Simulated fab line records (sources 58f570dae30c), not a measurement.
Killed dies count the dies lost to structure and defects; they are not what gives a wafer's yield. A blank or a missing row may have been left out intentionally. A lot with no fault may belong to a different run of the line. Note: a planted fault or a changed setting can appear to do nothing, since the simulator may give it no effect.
Which tool was responsible? + flow berkeley cmos170 + Sampling: 7 lots, 21 wafers, 3 of 331 route steps

== WHAT THE GAUGES SHOWED, per wafer ==
UCB170_V2_CD_MEAS_90 targets a cd of 700 nm.
| lot  | measured     | on        | cd nm (nm)        |
|------|--------------|-----------|-------------------|
| L146 | day 8 11:23  | cd sem-02 | 697.9 698.7 698.5 |
| L145 | day 8 22:46  | cd sem-01 | 696.7 697.4 697.4 |
| L149 | day 9 01:35  | cd sem-02 | 701.1 701.6 698.7 |
| L152 | day 9 23:18  | cd sem-02 | 698.5 698.8 698.7 |
| L154 | day 10 08:23 | cd sem-02 | 701.1 700.1 701.0 |
| L157 | day 10 18:06 | cd sem-01 | 700.8 699.3 699.2 |
| L165 | day 12 13:42 | cd sem-01 | 701.2 699.7 699.1 |

== EACH LOT AND THE TOOL THAT RAN IT (in order: tool; ch and the chambers of the sampled wafers; start) ==
| lot  | UCB170_CONTACT_ETCH_17             | UCB170_M2_ETCH_17                  |
|------|------------------------------------|------------------------------------|
| L146 | rie diel-02 ch 0,3, day 7 17:49    | rie diel-01 ch 1,2, day 8 08:47    |
| L145 | rie diel-04 ch 1,2,3, day 8 04:55  | rie diel-01 ch 0,2,3, day 8 19:52  |
| L149 | rie diel-02 ch 2,3, day 8 06:49    | rie diel-04 ch 0,2, day 8 20:25    |
| L152 | rie diel-01 ch 0,1,2, day 9 10:08  | rie diel-04 ch 0,1,3, day 9 20:18  |
| L154 | rie diel-04 ch 0,1,2, day 9 15:08  | rie diel-03 ch 0,1,2, day 10 05:04 |
| L157 | rie diel-01 ch 0,2,3, day 10 03:06 | rie diel-01 ch 0,1, day 10 15:07   |
| L165 | rie diel-04 ch 1,2, day 12 00:41   | rie diel-01 ch 0,2,3, day 12 10:53 |
- UCB170_CONTACT_ETCH_17: etches BARC in N2/H2.
- UCB170_M2_ETCH_17: etches BARC in N2/H2.

== THE ANSWER, worked out from the rows above alone ==
Rule: what is usual is taken from the lots themselves. The widest of any qualifying gaps counts: lots, ordered by their means at a reading, are off when they make up no more than a third of the lots, leave a main group of 4 or more, and stand apart from it by 3 or more times the standard deviation of that group's means. A main group is skipped when, at the precision printed for the reading in the tables above, its means are all equal. Also off: a lot with no number at a reading for which 4 or more lots have one. Where the step has rows for the other lots, those lots are counted as sound.
Across all readings shown, no lot is off: no conclusion can be drawn from this.

== WHAT THE SIMULATOR PUT IN ==
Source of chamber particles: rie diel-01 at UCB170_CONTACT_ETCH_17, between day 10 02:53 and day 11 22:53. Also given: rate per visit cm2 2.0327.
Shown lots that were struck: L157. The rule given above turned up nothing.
